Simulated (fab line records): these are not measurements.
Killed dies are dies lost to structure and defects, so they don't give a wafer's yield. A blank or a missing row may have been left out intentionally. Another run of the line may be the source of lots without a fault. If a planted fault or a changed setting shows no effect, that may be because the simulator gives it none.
Which tool was responsible? + flow berkeley_cmos170 + 14 lots, 42 wafers sampled, at 2 steps of a route of 331

## WHAT THE GAUGES SHOWED, per wafer
UCB170_PSD_CD_MEAS_06: the cd target is 1200 nm. Usual: cd_nm at 1199.6 nm, with a standard deviation of 1.3.
| lot  | measured     | on        | cd_nm (nm)           | flag |
|------|--------------|-----------|----------------------|------|
| L840 | day 8 03:26  | cd_sem-01 | 1196.9 1198.3 1195.2 |      |
| L841 | day 8 19:10  | cd_sem-01 | 1198.7 1198.3 1200.4 |      |
| L842 | day 8 19:33  | cd_sem-01 | 1197.8 1200.1 1199.2 |      |
| L844 | day 8 19:18  | cd_sem-02 | 1200.3 1200.5 1200.8 |      |
| L847 | day 9 12:35  | cd_sem-02 | 1198.0 1199.0 1198.3 |      |
| L846 | day 9 12:42  | cd_sem-02 | 1200.7 1201.2 1199.3 |      |
| L845 | day 9 13:14  | cd_sem-02 | 1199.7 1199.7 1200.5 |      |
| L853 | day 11 00:08 | cd_sem-02 | 1207.2 1207.2 1207.4 | OFF  |
| L854 | day 11 05:26 | cd_sem-02 | 1205.3 1205.9 1205.5 | OFF  |
| L857 | day 11 05:59 | cd_sem-02 | 1201.2 1198.3 1200.1 |      |
| L858 | day 12 09:57 | cd_sem-02 | 1201.3 1202.5 1202.2 |      |
| L861 | day 12 10:11 | cd_sem-02 | 1200.0 1199.6 1201.7 |      |
| L860 | day 12 10:17 | cd_sem-02 | 1200.4 1200.5 1199.5 |      |
| L863 | day 13 02:36 | cd_sem-01 | 1200.0 1199.9 1198.7 |      |

## EACH LOT AND THE TOOL THAT RAN IT (in order: tool; ch and the chambers of the sampled wafers; start)
| lot  | UCB170_PSD_COAT_01                |
|------|-----------------------------------|
| L840 | litho_track-03 ch 0, day 8 02:34  |
| L841 | litho_track-01 ch 0, day 8 18:21  |
| L842 | litho_track-03 ch 0, day 8 18:23  |
| L844 | litho_track-04 ch 0, day 8 18:23  |
| L847 | litho_track-03 ch 0, day 9 11:05  |
| L846 | litho_track-01 ch 0, day 9 11:24  |
| L845 | litho_track-03 ch 0, day 9 11:35  |
| L853 | litho_track-04 ch 0, day 10 23:19 |
| L854 | litho_track-04 ch 0, day 11 04:24 |
| L857 | litho_track-01 ch 0, day 11 04:35 |
| L858 | litho_track-01 ch 0, day 12 08:17 |
| L861 | litho_track-03 ch 0, day 12 08:26 |
| L860 | litho_track-01 ch 0, day 12 08:40 |
| L863 | litho_track-01 ch 0, day 13 01:31 |
- UCB170_PSD_COAT_01: resist thk 900 nm.

## WHAT THE TOOLS THEMSELVES READ (means of the sampled wafers that have a number; where no wafer has one, the mark that the record gives instead)
UCB170_PSD_COAT_01. Usual: spin_speed_rpm at 1499.8 rpm, with a standard deviation of 1.
| lot  | tool           | spin_speed_rpm (rpm) | flag |
|------|----------------|----------------------|------|
| L840 | litho_track-03 | 1498.2               |      |
| L841 | litho_track-01 | 1500.5               |      |
| L842 | litho_track-03 | 1499.4               |      |
| L844 | litho_track-04 | 1498.5               |      |
| L847 | litho_track-03 | 1501.2               |      |
| L846 | litho_track-01 | 1500.3               |      |
| L845 | litho_track-03 | 1499.5               |      |
| L853 | litho_track-04 | 1972.9               | OFF  |
| L854 | litho_track-04 | 1972.4               | OFF  |
| L857 | litho_track-01 | 1499.4               |      |
| L858 | litho_track-01 | 1499.6               |      |
| L861 | litho_track-03 | 1497.8               |      |
| L860 | litho_track-01 | 1499.8               |      |
| L863 | litho_track-01 | 1500.1               |      |

## THE ANSWER, worked out from the rows above alone
Rule: lot off if the mean of its wafers having a number is beyond 3 standard deviations from the usual mean. A lot without any number at a reading at which 4 lots or more have one is off too. All remaining lots with rows at the step are treated as sound. The gauges are gone through in route order, then the tools' own readings, and for those a lot's mean is taken as printed above. The first step at which some lot is off is used, and at that step the reading that is off furthest; a lot without a number counts as furthest.
Off at UCB170_PSD_CD_MEAS_06 (cd_nm): L853, L854.
A tool fits if, at a process step before that reading, it ran every lot that is off, and no sound lot after the first of them. The gauges at UCB170_PSD_CD_MEAS_06 aren't tried: what is off there is off at UCB170_PSD_COAT_01 too, on other tools, and a gauge's error can't cause that. One candidate fits, namely litho_track-04 at UCB170_PSD_COAT_01. Its last sound lot is L844 (day 8 18:23), its first lot that is off L853 (day 10 23:19): a fault that began between those two fits.
On the lots that are off, the tool's own readings at UCB170_PSD_COAT_01 differ by more than 5 times the standard deviation of the sound lots' means, which bears it out; spin_speed_rpm reads 1972.7 rpm there versus 1499.5 rpm on the sound lots.

## WHAT THE SIMULATOR PUT IN
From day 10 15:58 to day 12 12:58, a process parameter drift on litho_track-04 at UCB170_PSD_COAT_01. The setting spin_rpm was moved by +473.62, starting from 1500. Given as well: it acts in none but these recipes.
Struck lots among those shown: L853, L854. The rule above found the same.
